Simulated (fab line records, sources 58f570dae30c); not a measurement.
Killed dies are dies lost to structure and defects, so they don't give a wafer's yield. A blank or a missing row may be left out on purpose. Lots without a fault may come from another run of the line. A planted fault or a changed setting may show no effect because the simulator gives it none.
fab line records | flow berkeley_cmos170
record lots=5 wafers=15 last_day=12
route steps=331 shown V1@262 M2@271 V2@292
lots that met no fault: from a run of the same line without faults
start_h: hours from the record's first day to the start of the lot's first wafer shown | wait_h: hours since the lot's step before | " the same as in the row above | L1.1+2: a row that stands for several wafers | - no value, or no start given | * or withheld: withheld | < > ~ a bound
route shown NAME@n: a module of which the file shows steps, and the number in the route of the first | usual: mean/standard deviation of fault-free wafers | same: alike in all rows | chamber/n: place in a boat | sites: the reading at each site | _std_site: their standard deviation | _edge_site: outer sites' mean less inner sites' | radius_mm: how far each site lies from the wafer's centre | mask NAME#n: copy n | behind: the tool/chamber that last shaped the wafer | hold: why the lot was held/for how many hours/how that ended | device: the transistor (n, p or np) that didn't switch | end of line: the same wafers' tests at the end of the route | a step without rows: its recipe alone | killed: dies lost to structure and defects at the first sort, not the wafer's yield | map: a wafer's dies, x killed, . not, _ none there
set.NAME: the setting as run; set.NAME@STEP: as run at that earlier step | model.NAME: the simulator's own value behind a step, which no gauge read
lots at some steps of the route; a table a step, a row a wafer
services: from which hour (start_h, from the record's first day; less than 0 if before it) a tool's chamber was out of use, for how many hours, and why
## steps
# step UCB170_V1_SOFTBAKE_08
# recipe resist=KrF temp_c=130 time_s=60
# columns lot.wafer tool chamber start_h wait_h
L075.1+4+6 litho_track-02 0 149.19 0.1
L079.3+4+6 litho_track-01 0 179.46 0.1
L082.2+3+5 litho_track-01 0 203.98 0.1
L093.1+4+5 litho_track-02 0 251.09 0.1
L095.1+4+5 litho_track-02 0 268.58 0.1
# step UCB170_V1_EXPOSE_09
# recipe mask_id=VIA1 target_cd_nm=700 na=0.5 sigma_outer=0.6 source_shape=conventional dose_mj=37
# usual stage_vel_mm_s=500.02/0.22
# columns lot.wafer tool chamber start_h wait_h mask stage_vel_mm_s
L075.1 krf_scanner-01 0 149.47 0.2 VIA1#0 499.90
L075.4 " 0 " " VIA1#0 500.09
L075.6 " 0 " " VIA1#0 499.83
L079.3 krf_scanner-02 0 179.60 0.1 VIA1#0 500.06
L079.4 " 0 " " VIA1#0 499.59
L079.6 " 0 " " VIA1#0 499.78
L082.2 krf_scanner-01 0 204.35 0.3 VIA1#0 500.18
L082.3 " 0 " " VIA1#0 500.00
L082.5 " 0 " " VIA1#0 499.95
L093.1 krf_scanner-02 0 251.24 0.1 VIA1#0 499.87
L093.4 " 0 " " VIA1#0 500.10
L093.5 " 0 " " VIA1#0 499.84
L095.1 krf_scanner-02 0 268.73 0.1 VIA1#0 500.19
L095.4 " 0 " " VIA1#0 499.99
L095.5 " 0 " " VIA1#0 500.25
# step UCB170_V1_PEB_10
# recipe peb_temp_c=130 peb_time_s=withheld resist=KrF
# columns lot.wafer tool chamber start_h wait_h
L075.1+4+6 litho_track-01 0 149.58 0.1
L079.3+4+6 litho_track-03 0 179.72 0.1
L082.2+3+5 litho_track-03 0 204.48 0.1
L093.1+4+5 litho_track-01 0 251.39 0.1
L095.1+4+5 litho_track-02 0 268.85 0.1
# step UCB170_V1_DEVELOP_11
# recipe developer=TMAH develop_time_s=45 resist=KrF dev_temp_c=21
# columns lot.wafer tool chamber start_h wait_h
L075.1+4+6 litho_track-01 0 - -
L079.3+4+6 litho_track-03 0 - -
L082.2+3+5 litho_track-03 0 - -
L093.1+4+5 litho_track-01 0 - -
L095.1+4+5 litho_track-02 0 - -
# step UCB170_V1_CD_MEAS_12
# recipe target_cd_nm=700
# usual cd_nm=699.7/1.2
# columns lot.wafer tool chamber start_h wait_h cd_nm
L075.1 cd_sem-02 - 149.86 - 703.0
L075.4 " - " " 703.2
L075.6 " - " " 703.9
L079.3 cd_sem-02 - 179.99 - 699.5
L079.4 " - " " 699.7
L079.6 " - " " 699.6
L082.2 cd_sem-01 - 204.75 - 698.8
L082.3 " - " " 698.8
L082.5 " - " " 699.3
L093.1 cd_sem-02 - 251.76 - 697.5
L093.4 " - " " 698.7
L093.5 " - " " 697.9
L095.1 cd_sem-02 - 269.12 - 699.6
L095.4 " - " " 700.0
L095.5 " - " " 700.4
# step UCB170_V1_OVL_MEAS_13
# usual V1_OVL=0/5.1
# columns lot.wafer tool chamber start_h wait_h V1_OVL[nm]
L075.1 overlay-02 - 149.98 0.1 2
L075.4 " - " " 5
L075.6 " - " " 8
L079.3 overlay-02 - 180.08 0.1 1
L079.4 " - " " -3
L079.6 " - " " -7
L082.2 overlay-01 - 204.85 0.1 -13
L082.3 " - " " -3
L082.5 " - " " -2
L093.1 overlay-01 - 251.88 0.1 -4
L093.4 " - " " -6
L093.5 " - " " -3
L095.1 overlay-02 - 269.24 0.1 3
L095.4 " - " " 7
L095.5 " - " " 3
# step UCB170_V1_ETCH_14
# recipe chemistry=CHF3/CF4/Ar target=SiO2 stop_on=Al CHF3_flow_sccm=45 cf4_flow_sccm=15 Ar_flow_sccm=150 pressure_mtorr=200 rf_w=700 target_depth_a=12500 over_etch_frac=0.25 time_s=291
# usual chamber_pressure_mTorr=200.00/0.19 drypump_motor_current_A=5.9/0.45 oes_product_au=0.874/0.012 throttle_valve_pct=7.02/0.1
# columns lot.wafer tool chamber start_h wait_h chamber_pressure_mTorr drypump_motor_current_A oes_product_au rf_hours_counter_h throttle_valve_pct
L075.1 rie_diel-03 3 150.01 0.0 199.90 6.4 0.871 98 7.11
L075.4 " 3 " " 199.91 6.5 0.875 - 7.11
L075.6 " 1 " " 199.83 6.1 0.868 - 6.86
L079.3 rie_diel-02 0 180.11 0.0 200.10 5.4 0.905 0 7.11
L079.4 " 2 " " 200.11 5.9 0.856 55 7.12
L079.6 " 0 " " 200.17 5.4 0.902 - 7.11
L082.2 rie_diel-02 2 204.88 0.0 200.15 5.8 0.864 57 7.11
L082.3 " 0 " " 200.21 5.4 0.900 2 7.11
L082.5 " 2 " " 200.15 5.8 0.863 - 7.14
L093.1 rie_diel-03 3 251.91 0.0 199.62 6.5 0.876 103 7.11
L093.4 " 2 " " 199.83 5.2 0.867 - 7.15
L093.5 " 1 " " 200.06 6.1 0.870 - 6.87
L095.1 rie_diel-03 3 269.28 0.0 199.90 6.5 0.875 104 7.10
L095.4 " 1 " " 200.10 6.1 0.877 78 6.87
L095.5 " 1 " " 200.15 6.1 0.877 - 6.88
# step UCB170_V1_STRIP_15
# recipe chemistry=O2 power_w=400 pressure_mtorr=3500 platen_temp_c=withheld o2_flow_sccm=400 overash_fraction=0.5
# usual chamber_pressure_mTorr=3500/3.1 drypump_motor_current_A=5.45/0.12 oes_product_au=0.722/0.0048 strip_time_to_endpoint_s=15.27/0.13
# columns lot.wafer tool chamber start_h wait_h chamber_pressure_mTorr drypump_motor_current_A oes_product_au rf_hours_counter_h strip_time_to_endpoint_s
L075.1 plasma_asher-04 1 150.19 0.1 3502 5.52 0.723 40 15.23
L075.4 " 1 " " 3500 5.49 0.725 - 15.23
L075.6 " 0 " " 3500 5.38 0.728 - 15.22
L079.3 plasma_asher-03 0 180.32 0.1 3497 5.62 0.722 - 15.25
L079.4 " 1 " " 3502 5.50 0.719 - 15.15
L079.6 " 1 " " 3505 5.50 0.716 - 15.21
L082.2 plasma_asher-04 1 205.06 0.1 3494 5.48 0.725 45 15.07
L082.3 " 0 " " 3502 5.36 0.722 - 15.24
L082.5 " 0 " " 3496 5.37 0.718 - 15.06
L093.1 plasma_asher-04 0 252.09 0.1 3501 5.40 0.716 49 15.18
L093.4 " 1 " " 3504 5.48 0.722 - 15.19
L093.5 " 0 " " 3503 5.39 0.726 - 15.39
L095.1 plasma_asher-04 0 269.46 0.1 3499 5.38 0.719 51 15.11
L095.4 " 1 " " 3502 5.47 0.721 - 15.29
L095.5 " 0 " " 3499 5.39 0.722 - 15.32
# step UCB170_V1_CD_MEAS_90
# recipe target_cd_nm=700
# usual cd_nm=699.9/1.5
# columns lot.wafer tool chamber start_h wait_h cd_nm
L075.1 cd_sem-02 - 150.29 0.1 702.6
L075.4 " - " " 703.3
L075.6 " - " " 705.4
L079.3 cd_sem-01 - 180.42 0.1 700.0
L079.4 " - " " 700.9
L079.6 " - " " 700.3
L082.2 cd_sem-01 - 205.18 0.1 699.3
L082.3 " - " " 698.7
L082.5 " - " " 700.0
L093.1 cd_sem-02 - 252.36 0.2 697.2
L093.4 " - " " 699.1
L093.5 " - " " 699.3
L095.1 cd_sem-02 - 269.56 0.1 699.6
L095.4 " - " " 700.9
L095.5 " - " " 701.8
# step UCB170_M2_PRE_CLEAN_00
# recipe gas=Ar preclean_etch_time_s=60
# same preclean_etch_time_s=60
# columns lot.wafer tool chamber start_h wait_h
L075.1+4+6 pvd_sputter-02 - 150.41 0.1
L079.3+4+6 pvd_sputter-02 - 180.50 0.1
L082.2+3+5 pvd_sputter-02 - 205.28 0.1
L093.1+4+5 pvd_sputter-01 - 252.48 0.1
L095.1+4+5 pvd_sputter-01 - 269.68 0.1
# step UCB170_M2_SPUTTER_01
# recipe material=Al target_thk_nm=900 time_s=120 power_w=6000 chamber_pressure_pa=0.5
# usual throttle_valve_pct=29.8/0.62
# columns lot.wafer tool chamber start_h wait_h throttle_valve_pct
L075.1 pvd_sputter-02 - 150.48 0.0 30.5
L075.4 " - " " 30.7
L075.6 " - " " 30.5
L079.3 pvd_sputter-02 - 180.57 0.0 30.4
L079.4 " - " " 30.4
L079.6 " - " " 30.5
L082.2 pvd_sputter-02 - 205.35 0.0 30.7
L082.3 " - " " 30.5
L082.5 " - " " 30.8
L093.1 pvd_sputter-01 - 252.54 0.0 28.5
L093.4 " - " " 30.3
L093.5 " - " " 30.7
L095.1 pvd_sputter-01 - 269.74 0.0 30.1
L095.4 " - " " 30.7
L095.5 " - " " 30.5
# step UCB170_M2_RS_MEAS_02
# recipe thk_meas_gauge=four-point-probe reads=Al_of_M2_SPUTTER_01
# usual M2_AL_RS=0.0321/0.00038
# columns lot.wafer tool chamber start_h wait_h M2_AL_RS[ohm/sq]
L075.1 film_metro-02 - 150.56 0.0 0.0321
L075.4 " - " " 0.0321
L075.6 " - " " 0.0319
L079.3 film_metro-02 - 180.69 0.1 0.0327
L079.4 " - " " 0.0325
L079.6 " - " " 0.0326
L082.2 film_metro-03 - 205.45 0.1 0.0325
L082.3 " - " " 0.0326
L082.5 " - " " 0.0323
L093.1 film_metro-03 - 252.63 0.0 0.0317
L093.4 " - " " 0.0323
L093.5 " - " " 0.0318
L095.1 film_metro-04 - 269.83 0.0 0.0320
L095.4 " - " " 0.0319
L095.5 " - " " 0.0319
# step UCB170_M2_THK_MEAS_03
# recipe thk_meas_gauge=xrf reads=Al_of_M2_SPUTTER_01
# usual M2_AL_THK=905/12
# columns lot.wafer tool chamber start_h wait_h M2_AL_THK[nm]
L075.1 film_metro-02 - 150.68 0.1 912
L075.4 " - " " 910
L075.6 " - " " 913
L079.3 film_metro-02 - 180.79 0.1 897
L079.4 " - " " 899
L079.6 " - " " 893
L082.2 film_metro-03 - 205.56 0.1 887
L082.3 " - " " 889
L082.5 " - " " 891
L093.1 film_metro-03 - 252.75 0.1 908
L093.4 " - " " 894
L093.5 " - " " 907
L095.1 film_metro-04 - 269.95 0.1 906
L095.4 " - " " 917
L095.5 " - " " 909
# step UCB170_M2_HMDS_04
# recipe prime_time_s=60 prime_temp_c=100
# columns lot.wafer tool chamber start_h wait_h
L075.1+4+6 litho_track-01 0 150.74 0.1
L079.3+4+6 litho_track-04 0 180.88 0.1
L082.2+3+5 litho_track-03 0 205.64 0.1
L093.1+4+5 litho_track-03 0 252.81 0.1
L095.1+4+5 litho_track-03 0 270.01 0.1
# step UCB170_M2_COAT_05
# recipe resist=KrF spin_rpm=1500 resist_thk_nm=900
# columns lot.wafer tool chamber start_h wait_h
L075.1+4+6 litho_track-01 0 150.89 0.1
L079.3+4+6 litho_track-04 0 181.03 0.1
L082.2+3+5 litho_track-03 0 205.79 0.1
L093.1+4+5 litho_track-03 0 252.96 0.1
L095.1+4+5 litho_track-03 0 270.16 0.1
# step UCB170_M2_SOFTBAKE_06
# recipe resist=KrF temp_c=130 time_s=60
# columns lot.wafer tool chamber start_h wait_h
L075.1+4+6 litho_track-01 0 151.04 0.1
L079.3+4+6 litho_track-04 0 181.18 0.1
L082.2+3+5 litho_track-03 0 205.94 0.1
L093.1+4+5 litho_track-03 0 253.11 0.1
L095.1+4+5 litho_track-03 0 270.31 0.1
# step UCB170_M2_STRIP_07
# recipe chemistry=O2 power_w=400 pressure_mtorr=3500 platen_temp_c=withheld o2_flow_sccm=400 overash_fraction=0.5
# usual chamber_pressure_mTorr=3500/3.2 drypump_motor_current_A=5.6/0.39 oes_product_au=0.735/0.0048 strip_time_to_endpoint_s=21.96/0.054
# columns lot.wafer tool chamber start_h wait_h chamber_pressure_mTorr drypump_motor_current_A oes_product_au rf_hours_counter_h strip_time_to_endpoint_s
L075.1 plasma_asher-01 0 151.19 0.1 3493 5.5 0.734 4 21.98
L075.4 " 1 " " 3500 5.2 0.743 - 21.99
L075.6 " 1 " " 3502 5.2 0.739 - 21.98
L079.3 plasma_asher-03 1 181.32 0.1 3506 5.5 0.730 - 21.89
L079.4 " 0 " " 3500 5.6 0.732 - 21.94
L079.6 " 0 " " 3507 5.6 0.733 - 21.95
L082.2 plasma_asher-03 0 206.06 0.1 3503 5.6 0.734 44 21.95
L082.3 " 0 " " 3501 5.6 0.737 - 22.05
L082.5 " 1 " " 3501 5.5 0.741 - 21.95
L093.1 plasma_asher-01 1 253.26 0.1 3503 5.2 0.745 14 21.98
L093.4 " 0 " " 3503 5.4 0.727 - 21.97
L093.5 " 0 " " 3501 5.5 0.741 - 21.95
L095.1 plasma_asher-01 1 270.46 0.1 3499 5.2 0.740 15 21.98
L095.4 " 1 " " 3501 5.2 0.735 - 21.97
L095.5 " 1 " " 3501 5.2 0.735 - 21.94
# step UCB170_M2_STRIP_08
# recipe chemistry=DMSO temp_c=80 time_s=600 material=KrF
# columns lot.wafer tool chamber start_h wait_h
L075.1+4+6 wet_bench-01 1 151.68 0.5
L079.3+4+6 wet_bench-04 1 181.38 0.0
L082.2+3+5 wet_bench-01 2 206.27 0.2
L093.1+4+5 wet_bench-04 2 253.36 0.1
L095.1+4+5 wet_bench-02 2 270.56 0.1
# step UCB170_M2_COAT_09
# recipe resist=BARC temp_c=withheld time_s=withheld spin_rpm=3000 resist_thk_nm=withheld
# columns lot.wafer tool chamber start_h wait_h
L075.1+4+6 litho_track-04 0 151.92 0.0
L079.3+4+6 litho_track-04 0 181.61 0.1
L082.2+3+5 litho_track-03 0 206.47 0.0
L093.1+4+5 litho_track-01 0 253.55 0.0
L095.1+4+5 litho_track-04 0 270.97 0.2
# step UCB170_M2_COAT_10
# recipe resist=KrF spin_rpm=1500 resist_thk_nm=900
# columns lot.wafer tool chamber start_h wait_h
L075.1+4+6 litho_track-04 0 - -
L079.3+4+6 litho_track-04 0 - -
L082.2+3+5 litho_track-03 0 - -
L093.1+4+5 litho_track-01 0 - -
L095.1+4+5 litho_track-04 0 - -
# step UCB170_M2_SOFTBAKE_11
# recipe resist=KrF temp_c=130 time_s=60
# columns lot.wafer tool chamber start_h wait_h
L075.1+4+6 litho_track-04 0 - -
L079.3+4+6 litho_track-04 0 - -
L082.2+3+5 litho_track-03 0 - -
L093.1+4+5 litho_track-01 0 - -
L095.1+4+5 litho_track-04 0 - -
# step UCB170_M2_EXPOSE_12
# recipe mask_id=METAL2 target_cd_nm=700 na=0.5 sigma_outer=0.6 source_shape=conventional dose_mj=26
# usual stage_vel_mm_s=499.98/0.22
# columns lot.wafer tool chamber start_h wait_h mask stage_vel_mm_s
L075.1 krf_scanner-02 0 152.37 - METAL2#0 499.95
L075.4 " 0 " " METAL2#0 499.69
L075.6 " 0 " " METAL2#0 499.75
L079.3 krf_scanner-02 0 182.17 - METAL2#0 500.09
L079.4 " 0 " " METAL2#0 500.09
L079.6 " 0 " " METAL2#0 500.01
L082.2 krf_scanner-02 0 207.10 - METAL2#0 500.09
L082.3 " 0 " " METAL2#0 500.19
L082.5 " 0 " " METAL2#0 499.93
L093.1 krf_scanner-02 0 254.00 - METAL2#0 499.75
L093.4 " 0 " " METAL2#0 499.76
L093.5 " 0 " " METAL2#0 500.16
L095.1 krf_scanner-02 0 271.42 - METAL2#0 500.13
L095.4 " 0 " " METAL2#0 500.42
L095.5 " 0 " " METAL2#0 500.00
# step UCB170_M2_PEB_13
# recipe peb_temp_c=130 peb_time_s=withheld resist=KrF
# columns lot.wafer tool chamber start_h wait_h
L075.1+4+6 litho_track-04 0 152.49 0.1
L079.3+4+6 litho_track-01 0 182.36 0.2
L082.2+3+5 litho_track-03 0 207.23 0.1
L093.1+4+5 litho_track-03 0 254.12 0.1
L095.1+4+5 litho_track-03 0 271.92 0.5
# step UCB170_M2_DEVELOP_14
# recipe developer=TMAH develop_time_s=45 resist=KrF dev_temp_c=21
# columns lot.wafer tool chamber start_h wait_h
L075.1+4+6 litho_track-04 0 - -
L079.3+4+6 litho_track-01 0 - -
L082.2+3+5 litho_track-03 0 - -
L093.1+4+5 litho_track-03 0 - -
L095.1+4+5 litho_track-03 0 - -
# step UCB170_M2_CD_MEAS_15
# recipe target_cd_nm=700
# usual cd_nm=699.5/1.6
# columns lot.wafer tool chamber start_h wait_h cd_nm
L075.1 cd_sem-01 - 152.81 - 700.3
L075.4 " - " " 702.0
L075.6 " - " " 700.6
L079.3 cd_sem-01 - 182.62 - 700.3
L079.4 " - " " 700.2
L079.6 " - " " 698.5
L082.2 cd_sem-01 - 207.50 - 699.6
L082.3 " - " " 699.4
L082.5 " - " " 699.5
L093.1 cd_sem-02 - 254.39 - 699.4
L093.4 " - " " 699.0
L093.5 " - " " 698.3
L095.1 cd_sem-02 - 272.38 - 698.8
L095.4 " - " " 700.3
L095.5 " - " " 699.7
# step UCB170_M2_OVL_MEAS_16
# usual M2_OVL=-2/5.8
# columns lot.wafer tool chamber start_h wait_h M2_OVL[nm]
L075.1 overlay-02 - 152.93 0.1 -18
L075.4 " - " " -3
L075.6 " - " " -8
L079.3 overlay-02 - 182.72 0.1 -2
L079.4 " - " " -6
L079.6 " - " " 0
L082.2 overlay-01 - 207.60 0.1 2
L082.3 " - " " -3
L082.5 " - " " -2
L093.1 overlay-01 - 254.51 0.1 -4
L093.4 " - " " 1
L093.5 " - " " -2
L095.1 overlay-02 - 272.50 0.1 3
L095.4 " - " " -4
L095.5 " - " " -5
# step UCB170_M2_ETCH_17
# recipe chemistry=N2/H2 target_depth_a=withheld overetch_a=withheld target=BARC time_s=withheld source_w=500 bias_w=100 pressure_mtorr=30 n2_flow_sccm=100 h2_flow_sccm=200
# usual chamber_pressure_mTorr=30.00/0.033 drypump_motor_current_A=6.0/0.51 h2_flow_sccm=200.0/0.63 oes_product_au=1.004/0.013 throttle_valve_pct=13.27/0.2
# columns lot.wafer tool chamber start_h wait_h chamber_pressure_mTorr drypump_motor_current_A h2_flow_sccm oes_product_au throttle_valve_pct
L075.1 rie_diel-03 3 152.97 0.0 30.01 6.4 200.4 1.027 13.55
L075.4 " 0 " " 30.00 6.3 200.4 1.004 13.35
L075.6 " 3 " " 29.98 6.5 199.2 1.026 13.55
L079.3 rie_diel-03 1 182.74 0.0 30.03 6.1 199.8 1.001 13.13
L079.4 " 0 " " 30.02 6.3 199.9 0.994 13.35
L079.6 " 3 " " 30.07 6.5 200.2 1.017 13.54
L082.2 rie_diel-03 0 207.63 0.0 30.02 6.3 200.4 1.009 13.35
L082.3 " 1 " " 29.99 6.1 200.1 1.000 13.12
L082.5 " 0 " " 29.97 6.3 200.6 0.996 13.35
L093.1 rie_diel-04 0 254.55 0.0 29.98 6.4 199.8 1.027 13.50
L093.4 " 1 " " 30.01 5.8 199.6 0.987 13.04
L093.5 " 1 " " 30.03 5.8 198.9 0.989 13.03
L095.1 rie_diel-01 2 272.54 0.0 30.04 6.6 199.5 1.008 13.10
L095.4 " 0 " " 29.98 5.9 200.4 1.028 13.14
L095.5 " 0 " " 29.99 5.9 199.5 1.040 13.16
# step UCB170_M2_METAL_ETCH_18
# recipe chemistry=Cl2/BCl3 target=Al stop_on=SiO2 pressure_mtorr=12 target_depth_a=11700 over_etch_frac=0.3 time_s=195 icp_w=600 bias_w=120 Cl2_flow_sccm=90 bcl3_flow_sccm=45
# usual chamber_pressure_mTorr=12.000/0.011 drypump_motor_current_A=5.5/0.5 oes_product_au=0.855/0.013 throttle_valve_pct=24.32/0.1
# columns lot.wafer tool chamber start_h wait_h chamber_pressure_mTorr drypump_motor_current_A oes_product_au rf_hours_counter_h throttle_valve_pct
L075.1 rie_metal-04 0 153.01 - 12.002 5.8 0.871 1.3 24.32
L075.4 " 1 " " 12.042 5.5 0.847 - 24.45
L075.6 " 0 " " 11.987 5.8 0.874 - 24.34
L079.3 rie_metal-02 0 182.84 - 11.994 5.6 0.841 - 24.22
L079.4 " 1 " " 12.012 4.8 0.861 - 24.19
L079.6 " 0 " " 11.984 5.6 0.841 - 24.22
L082.2 rie_metal-02 0 207.67 - 12.004 5.6 0.842 8.4 24.22
L082.3 " 1 " " 12.028 4.8 0.853 - 24.18
L082.5 " 1 " " 12.008 4.8 0.859 - 24.18
L093.1 rie_metal-02 0 254.59 - 12.004 5.6 0.860 10.0 24.22
L093.4 " 0 " " 12.007 5.6 0.851 - 24.22
L093.5 " 0 " " 11.976 5.6 0.858 - 24.21
L095.1 rie_metal-01 1 272.58 - 12.017 6.4 0.852 8.1 24.43
L095.4 " 1 " " 12.001 6.5 0.860 - 24.42
L095.5 " 0 " " 12.018 5.3 0.842 - 24.38
# step UCB170_M2_STRIP_19
# recipe chemistry=O2 power_w=400 pressure_mtorr=3500 platen_temp_c=withheld o2_flow_sccm=400 overash_fraction=0.5
# usual chamber_pressure_mTorr=3500/3.4 drypump_motor_current_A=5.7/0.39 oes_product_au=0.547/0.013
# columns lot.wafer tool chamber start_h wait_h chamber_pressure_mTorr drypump_motor_current_A oes_product_au rf_hours_counter_h
L075.1 plasma_asher-03 0 153.20 0.1 3501 5.6 0.556 38
L075.4 " 1 " " 3499 5.5 0.522 -
L075.6 " 1 " " 3499 5.5 0.540 -
L079.3 plasma_asher-03 1 183.00 0.1 3499 5.5 0.554 -
L079.4 " 0 " " 3502 5.6 0.557 -
L079.6 " 1 " " 3499 5.5 0.546 -
L082.2 plasma_asher-02 1 207.86 0.1 3497 5.7 0.561 57
L082.3 " 1 " " 3499 5.8 0.560 -
L082.5 " 0 " " 3501 6.5 0.560 -
L093.1 plasma_asher-01 1 254.78 0.1 3497 5.2 0.546 14
L093.4 " 0 " " 3498 5.4 0.552 -
L093.5 " 0 " " 3500 5.5 0.554 -
L095.1 plasma_asher-02 0 272.77 0.1 3500 6.5 0.550 64
L095.4 " 0 " " 3499 6.5 0.544 -
L095.5 " 1 " " 3497 5.8 0.540 -
# step UCB170_M2_CD_MEAS_90
# recipe target_cd_nm=700
# usual cd_nm=699/3.2
# columns lot.wafer tool chamber start_h wait_h cd_nm
L075.1 cd_sem-01 - 153.30 0.1 699
L075.4 " - " " 700
L075.6 " - " " 698
L079.3 cd_sem-01 - 183.11 0.1 700
L079.4 " - " " 691
L079.6 " - " " 698
L082.2 cd_sem-02 - 207.98 0.1 700
L082.3 " - " " 697
L082.5 " - " " 694
L093.1 cd_sem-02 - 254.88 0.1 704
L093.4 " - " " 701
L093.5 " - " " 701
L095.1 cd_sem-02 - 273.02 0.2 703
L095.4 " - " " 701
L095.5 " - " " 700
# step UCB170_V2_CVD_00
# recipe material=SiO2 target_thk_nm=2000 temp_c=390 precursor=TEOS/O2 time_s=250 rf_w=550 pressure_mtorr=9000
# usual heater_power_w=224/60
# columns lot.wafer tool chamber start_h wait_h heater_power_w
L075.1 pecvd-01 0 153.42 0.1 198
L075.4 " 2 " " 305
L075.6 " 1 " " 347
L079.3 pecvd-03 2 183.19 0.1 278
L079.4 " 1 " " 127
L079.6 " 0 " " 133
L082.2 pecvd-03 0 208.08 0.1 199
L082.3 " 2 " " 271
L082.5 " 2 " " 209
L093.1 pecvd-01 1 255.00 0.1 283
L093.4 " 2 " " 309
L093.5 " 0 " " 177
L095.1 pecvd-03 2 273.14 0.1 259
L095.4 " 0 " " 141
L095.5 " 1 " " 139
# step UCB170_V2_THK_MEAS_01
# recipe reads=SiO2_of_V2_CVD_00
# usual V2_TEOS_THK=2005/27
# columns lot.wafer tool chamber start_h wait_h V2_TEOS_THK[nm]
L075.1 film_metro-01 - 153.57 0.1 1963
L075.4 " - " " 2035
L075.6 " - " " 2010
L079.3 film_metro-04 - 183.39 0.1 1981
L079.4 " - " " 2040
L079.6 " - " " 2005
L082.2 film_metro-02 - 208.25 0.1 1964
L082.3 " - " " 1974
L082.5 " - " " 2023
L093.1 film_metro-02 - 255.15 0.1 1995
L093.4 " - " " 1999
L093.5 " - " " 2045
L095.1 film_metro-01 - 273.29 0.1 2030
L095.4 " - " " 2065
L095.5 " - " " 2039
# step UCB170_V2_CMP_02
# recipe material=SiO2 down_force_psi=6 platen_rpm=60 pad_velocity_m_s=0.75398
# usual motor_current_A=16.5/1.6 slurry_filter_dp_kPa=13.49/0.13
# columns lot.wafer tool chamber start_h wait_h motor_current_A slurry_filter_dp_kPa
L075.4 cmp-02 0 153.68 0.1 16.3 13.41
L075.1 " 1 " " 14.9 13.37
L075.6 " 0 " " 16.6 13.32
L079.4 cmp-01 0 183.48 0.1 17.0 13.49
L079.3 " 1 " " 15.8 13.46
L079.6 " 3 " " 15.4 13.53
L082.2 cmp-01 1 208.40 0.1 17.2 13.50
L082.3 " 2 " " 17.0 13.64
L082.5 " 0 " " 17.6 13.56
L093.4 cmp-01 1 255.26 0.1 17.2 13.53
L093.1 " 2 " " 17.9 13.60
L093.5 " 0 " " 17.5 13.26
L095.4 cmp-01 2 273.35 0.0 17.6 13.55
L095.1 " 0 " " 16.5 13.66
L095.5 " 3 " " 15.1 13.43
# step UCB170_V2_BOW_MEAS_03
# recipe mode=bow
# usual V2_BOW=36/7.8
# columns lot.wafer tool chamber start_h wait_h V2_BOW[um]
L075.1 film_metro-04 - 153.93 0.1 36
L075.4 " - " " 40
L075.6 " - " " 26
L079.3 film_metro-02 - 183.77 0.2 21
L079.4 " - " " 27
L079.6 " - " " 40
L082.2 film_metro-04 - 208.62 0.2 35
L082.3 " - " " 36
L082.5 " - " " 41
L093.1 film_metro-04 - 255.51 0.1 30
L093.4 " - " " 34
L093.5 " - " " 37
L095.1 film_metro-01 - 273.65 0.1 33
L095.4 " - " " 29
L095.5 " - " " 21
# step UCB170_V2_THK_MEAS_04
# recipe reads=SiO2_of_V2_CVD_00
# usual V2_POLISHED_THK=1000.7/1.1
# columns lot.wafer tool chamber start_h wait_h V2_POLISHED_THK[nm]
L075.1 film_metro-04 - 154.05 0.1 1000.4
L075.4 " - " " 998.1
L075.6 " - " " 999.3
L079.3 film_metro-02 - 183.87 0.1 1001.3
L079.4 " - " " 1000.5
L079.6 " - " " 1001.5
L082.2 film_metro-04 - 208.73 0.1 1002.1
L082.3 " - " " 1002.0
L082.5 " - " " 1000.5
L093.1 film_metro-04 - 255.63 0.1 1000.4
L093.4 " - " " 999.8
L093.5 " - " " 1001.7
L095.1 film_metro-01 - 273.77 0.1 1001.1
L095.4 " - " " 1002.2
L095.5 " - " " 1001.4
# step UCB170_V2_CLEAN_05
# recipe chemistry=DIW
# columns lot.wafer tool chamber start_h wait_h
L075.1+4+6 wet_bench-01 2 154.11 0.1
L079.3+4+6 wet_bench-01 0 183.91 0.0
L082.2+3+5 wet_bench-03 0 209.08 0.3
L093.1+4+5 wet_bench-01 0 255.69 0.1
L095.1+4+5 wet_bench-01 1 273.83 0.1
# step UCB170_V2_HMDS_06
# recipe prime_time_s=60 prime_temp_c=100
# columns lot.wafer tool chamber start_h wait_h
L075.1+4+6 litho_track-04 0 154.31 0.0
L079.3+4+6 litho_track-03 0 184.38 0.3
L082.2+3+5 litho_track-02 0 209.61 0.4
L093.1+4+5 litho_track-03 0 256.04 0.0
L095.1+4+5 litho_track-04 0 274.01 0.0
# step UCB170_V2_COAT_07
# recipe resist=KrF spin_rpm=1500 resist_thk_nm=900
# columns lot.wafer tool chamber start_h wait_h
L075.1+4+6 litho_track-04 0 154.46 0.1
L079.3+4+6 litho_track-03 0 184.53 0.1
L082.2+3+5 litho_track-02 0 209.76 0.1
L093.1+4+5 litho_track-03 0 256.19 0.1
L095.1+4+5 litho_track-04 0 274.16 0.1
# step UCB170_V2_SOFTBAKE_08
# recipe resist=KrF temp_c=130 time_s=60
# columns lot.wafer tool chamber start_h wait_h
L075.1+4+6 litho_track-04 0 154.61 0.1
L079.3+4+6 litho_track-03 0 184.68 0.1
L082.2+3+5 litho_track-02 0 209.91 0.1
L093.1+4+5 litho_track-03 0 256.34 0.1
L095.1+4+5 litho_track-04 0 274.31 0.1
## services
# columns tool chamber start_h hours kind
krf_scanner-01 - 125.29 0.8 pm
rie_diel-03 - 130.47 2.8 pm
cmp-01 - 141.57 4.3 pm
rie_metal-02 - 146.70 14.6 pm
pecvd-03 2 148.09 12.5 repair
rie_diel-03 2 149.59 6.0 repair
plasma_asher-01 - 160.74 2.9 repair
plasma_asher-01 - 182.52 1.3 repair
rie_diel-02 1 184.23 4.2 repair
krf_scanner-02 - 188.78 1.0 pm
cmp-01 - 191.95 3.8 repair
cmp-01 - 201.96 1.1 repair
pecvd-01 - 204.21 1.2 repair
pecvd-01 2 204.37 10.6 repair
krf_scanner-02 - 216.94 0.8 pm
rie_diel-03 1 219.76 10.5 repair
krf_scanner-01 - 223.20 1.3 pm
cmp-01 - 223.49 2.1 repair
pvd_sputter-01 - 230.34 1.6 repair
rie_metal-02 - 231.31 2.8 pm
pecvd-03 - 242.60 14.0 pm
plasma_asher-04 - 246.77 4.5 repair
rie_diel-03 0 249.85 11.0 repair
pvd_sputter-01 - 264.57 2.2 repair
## key
fault none
